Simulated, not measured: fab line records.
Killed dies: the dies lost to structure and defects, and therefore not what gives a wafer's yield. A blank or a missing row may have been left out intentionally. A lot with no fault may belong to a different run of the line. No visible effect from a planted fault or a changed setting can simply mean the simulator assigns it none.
fab line records | flow berkeleyCmos170 | part 2 of 2: steps 30 to 39 of 39
[record] lots = 5 wafers = 15 lastDay = 11
route steps=331 shown CONTACT@236 M1@238 V1@254 M2@271
lots that met no fault: taken from a fault-free run of the same line
startH: the number of hours between the record's first day and the start of the first shown wafer of the lot | waitH: how many hours have passed since the lot's step before this one | " the same as in the row above | L1.1+2: a row that stands for several wafers | - no value, or no start was given | * or withheld: withheld | < > ~ a bound
route shown NAME@n: names a module that has steps shown in the file, with the first one's number in the route | usual: mean/standard deviation of fault-free wafers | same: alike in all rows | chamber/n: place in a boat | sites: readings site by site | _std_site: standard deviation across them | _edge_site: inner sites' mean taken away from outer sites' mean | radiusMm: how far each site lies from the wafer's centre | mask NAME#n: copy n | behind: the most recent tool/chamber to have shaped the wafer | hold: why the lot went on hold/how many hours it stayed there/how the hold came to an end | device: the transistor (n, p or np) that didn't switch | end of line: tests of these same wafers at the route's end | for a step that has no rows: nothing shown but its recipe | killed: at the first sort, the dies lost to defects and structure; wafer yield is something else | map: a wafer's dies, marking killed ones x, the rest . and places with no die _
set.NAME: the setting as run; set.NAME@STEP: as run at that earlier step | model.NAME: the simulator's own value behind a step, which no gauge read
a table for each step, a row for each wafer; lots at some steps of the route
services: the hour from which a tool's chamber was out of use, counted from the record's first day as startH (under 0 if before that day), plus the number of hours and why
[[steps]]
[step UCB170_V1_DEVELOP_11]
[recipe] developer = TMAH developTimeS = 45 resist = KrF devTempC = 21
// columns lot.wafer tool chamber startH waitH
L074.1+4+5 lithoTrack-01 0 - -
L084.1+4+6 lithoTrack-03 0 - -
L085.3+4+6 lithoTrack-01 0 - -
L087.2+3+6 lithoTrack-01 0 - -
L090.3+5+6 lithoTrack-03 0 - -
[step UCB170_V1_CD_MEAS_12]
[recipe] targetCdNm = 700
[usual] cdNm = 699.9/1.4
// columns lot.wafer tool chamber startH waitH cdNm
L074.1 cdSem-02 - 175.40 - 698.5
L074.4 " - " " 700.6
L074.5 " - " " 698.0
L084.1 cdSem-01 - 235.17 - 698.7
L084.4 " - " " 697.8
L084.6 " - " " 697.6
L085.3 cdSem-02 - 237.98 - 698.6
L085.4 " - " " 698.4
L085.6 " - " " 700.5
L087.2 cdSem-02 - 259.73 - 698.8
L087.3 " - " " 699.7
L087.6 " - " " 699.8
L090.3 cdSem-02 - 262.22 - 698.7
L090.5 " - " " 700.3
L090.6 " - " " 700.2
[step UCB170_V1_OVL_MEAS_13]
[usual] V1_OVL = -3/4.9
// columns lot.wafer tool chamber startH waitH V1_OVL[nm]
L074.1 overlay-02 - 175.52 0.1 -5
L074.4 " - " " -6
L074.5 " - " " -5
L084.1 overlay-01 - 235.29 0.1 -10
L084.4 " - " " -8
L084.6 " - " " -12
L085.3 overlay-02 - 238.07 0.1 0
L085.4 " - " " -2
L085.6 " - " " -1
L087.2 overlay-02 - 259.85 0.1 -1
L087.3 " - " " 2
L087.6 " - " " -3
L090.3 overlay-01 - 262.31 0.1 -11
L090.5 " - " " -12
L090.6 " - " " -11
[step UCB170_V1_ETCH_14]
[recipe] chemistry = CHF3/CF4/Ar target = SiO2 stopOn = Al CHF3_flow_sccm = 45 cf4FlowSccm = 15 Ar_flow_sccm = 150 pressureMtorr = 200 rfW = 712.9 targetDepthA = 12500 overEtchFrac = 0.25 timeS = 291
[usual] drypumpMotorCurrentA = 5.9/0.34 oesProductAu = 0.878/0.011 throttleValvePct = 6.93/0.11
// columns lot.wafer tool chamber startH waitH drypumpMotorCurrentA oesProductAu rfHoursCounterH throttleValvePct
L074.1 rieDiel-04 3 175.56 0.0 6.0 0.906 59 6.99
L074.4 " 1 " " 5.7 0.894 1 6.89
L074.5 " 3 " " 6.0 0.896 - 6.98
L084.1 rieDiel-02 2 235.32 0.0 6.5 0.898 1 7.12
L084.4 " 0 " " 5.9 0.873 58 6.87
L084.6 " 2 " " 6.5 0.895 - 7.10
L085.3 rieDiel-02 1 238.09 0.0 5.8 0.878 40 6.70
L085.4 " 3 " " 6.1 0.873 81 6.98
L085.6 " 3 " " 6.0 0.873 - 6.99
L087.2 rieDiel-02 2 259.88 0.0 6.5 0.899 2 7.09
L087.3 " 3 " " 6.0 0.876 83 6.98
L087.6 " 0 " " 5.9 0.875 - 6.88
L090.3 rieDiel-02 0 262.33 0.0 5.9 0.886 60 6.86
L090.5 " 3 " " 6.0 0.868 - 6.98
L090.6 " 0 " " 5.9 0.881 - 6.86
[step UCB170_V1_STRIP_15]
[recipe] chemistry = O2 powerW = 400 pressureMtorr = 3500 platenTempC = withheld o2FlowSccm = 400 overashFraction = 0.5
[usual] drypumpMotorCurrentA = 5.7/0.57 o2FlowSccm = 400.0/1.3 oesProductAu = 0.722/0.0043 stripTimeToEndpointS = 15.25/0.12
// columns lot.wafer tool chamber startH waitH drypumpMotorCurrentA o2FlowSccm oesProductAu rfHoursCounterH stripTimeToEndpointS
L074.1 plasmaAsher-04 0 175.74 0.1 6.3 401.7 0.717 39 15.46
L074.4 " 1 " " 5.7 400.8 0.726 - 15.29
L074.5 " 0 " " 6.3 403.3 0.720 - 15.49
L084.1 plasmaAsher-04 1 235.50 0.1 5.7 399.8 0.726 45 15.25
L084.4 " 1 " " 5.7 400.4 0.716 - 15.37
L084.6 " 1 " " 5.7 399.8 0.716 - 15.28
L085.3 plasmaAsher-04 1 238.31 0.1 5.7 402.5 0.723 - 15.43
L085.4 " 0 " " 6.3 398.1 0.723 - 15.11
L085.6 " 0 " " 6.3 399.4 0.726 - 15.07
L087.2 plasmaAsher-02 1 260.06 0.1 6.5 400.4 0.720 53 15.27
L087.3 " 0 " " 5.7 399.9 0.732 - 14.93
L087.6 " 0 " " 5.7 400.6 0.719 - 15.24
L090.3 plasmaAsher-04 0 262.55 0.1 6.3 398.1 0.723 - 15.41
L090.5 " 0 " " 6.3 400.0 0.727 - 15.04
L090.6 " 1 " " 5.8 400.2 0.722 - 15.35
[step UCB170_V1_CD_MEAS_90]
[recipe] targetCdNm = 700
[usual] cdNm = 700.3/1.6
// columns lot.wafer tool chamber startH waitH cdNm
L074.1 cdSem-01 - 175.84 0.1 698.5
L074.4 " - " " 701.6
L074.5 " - " " 698.2
L084.1 cdSem-02 - 235.60 0.1 699.0
L084.4 " - " " 698.3
L084.6 " - " " 698.3
L085.3 cdSem-02 - 238.41 0.1 698.6
L085.4 " - " " 699.4
L085.6 " - " " 701.8
L087.2 cdSem-02 - 260.18 0.1 698.1
L087.3 " - " " 699.1
L087.6 " - " " 700.3
L090.3 cdSem-02 - 262.65 0.1 698.6
L090.5 " - " " 700.5
L090.6 " - " " 700.5
[step UCB170_M2_PRE_CLEAN_00]
[recipe] gas = Ar precleanEtchTimeS = 60
// columns lot.wafer tool chamber startH waitH
L074.1+4+5 pvdSputter-03 - 175.96 0.1
L084.1+4+6 pvdSputter-04 - 235.72 0.1
L085.3+4+6 pvdSputter-03 - 238.49 0.1
L087.2+3+6 pvdSputter-02 - 260.28 0.1
L090.3+5+6 pvdSputter-03 - 262.73 0.1
[step UCB170_M2_SPUTTER_01]
[recipe] material = Al targetThkNm = 900 timeS = 120 powerW = 6000 chamberPressurePa = 0.5
[usual] throttleValvePct = 30.0/1.2
// columns lot.wafer tool chamber startH waitH throttleValvePct
L074.1 pvdSputter-03 - 176.02 0.0 29.2
L074.4 " - " " 30.1
L074.5 " - " " 30.0
L084.1 pvdSputter-04 - 235.79 0.0 30.6
L084.4 " - " " 28.7
L084.6 " - " " 30.5
L085.3 pvdSputter-03 - 238.56 0.0 31.6
L085.4 " - " " 29.9
L085.6 " - " " 30.1
L087.2 pvdSputter-02 - 260.34 0.0 28.0
L087.3 " - " " 28.2
L087.6 " - " " 28.1
L090.3 pvdSputter-03 - 262.80 0.0 31.7
L090.5 " - " " 31.6
L090.6 " - " " 29.8
[step UCB170_M2_RS_MEAS_02]
[recipe] thkMeasGauge = four-point-probe reads = Al_of_M2_SPUTTER_01
[usual] M2_AL_RS = 0.0322/0.00035
// columns lot.wafer tool chamber startH waitH M2_AL_RS[ohm/sq]
L074.1 filmMetro-02 - 176.11 0.0 0.0325
L074.4 " - " " 0.0322
L074.5 " - " " 0.0321
L084.1 filmMetro-03 - 235.87 0.0 0.0320
L084.4 " - " " 0.0322
L084.6 " - " " 0.0320
L085.3 filmMetro-02 - 238.68 0.1 0.0322
L085.4 " - " " 0.0328
L085.6 " - " " 0.0325
L087.2 filmMetro-03 - 260.45 0.1 0.0328
L087.3 " - " " 0.0323
L087.6 " - " " 0.0325
L090.3 filmMetro-02 - 262.92 0.1 0.0320
L090.5 " - " " 0.0324
L090.6 " - " " 0.0321
[step UCB170_M2_THK_MEAS_03]
[recipe] thkMeasGauge = xrf reads = Al_of_M2_SPUTTER_01
[usual] M2_AL_THK = 870/9.8
// columns lot.wafer tool chamber startH waitH M2_AL_THK[nm]
L074.1 filmMetro-02 - 176.23 0.1 861
L074.4 " - " " 864
L074.5 " - " " 866
L084.1 filmMetro-03 - 235.99 0.1 880
L084.4 " - " " 873
L084.6 " - " " 878
L085.3 filmMetro-02 - 238.78 0.1 867
L085.4 " - " " 858
L085.6 " - " " 867
L087.2 filmMetro-03 - 260.56 0.1 861
L087.3 " - " " 869
L087.6 " - " " 867
L090.3 filmMetro-02 - 263.02 0.1 877
L090.5 " - " " 866
L090.6 " - " " 875
[[services]]
// columns tool chamber startH hours kind
rieDiel-03 - 149.78 4.3 pm
pvdSputter-04 - 156.60 1.5 repair
krfScanner-01 - 157.87 1.3 pm
krfScanner-02 - 159.43 0.2 repair
rieDiel-02 - 167.71 0.4 repair
krfScanner-02 - 173.20 0.5 repair
wetBench-02 - 177.92 8.2 repair
plasmaAsher-04 - 184.38 2.9 repair
pecvd-04 - 185.89 2.8 pm
cmp-01 - 188.25 4.7 pm
pecvd-02 0 190.99 2.1 repair
rieDiel-02 - 193.40 4.3 pm
pvdSputter-02 - 194.69 3.6 repair
pvdSputter-02 - 212.26 4.1 repair
krfScanner-02 - 212.42 1.0 pm
pvdSputter-02 - 216.44 3.2 repair
krfScanner-01 - 225.76 0.8 pm
krfScanner-01 - 229.44 1.0 pm
cmp-02 - 240.35 1.2 repair
krfScanner-02 - 243.79 1.7 repair
pvdSputter-03 - 248.66 2.3 repair
krfScanner-02 - 249.57 0.6 repair
krfScanner-01 - 254.72 5.1 repair
krfScanner-02 - 259.87 1.3 pm
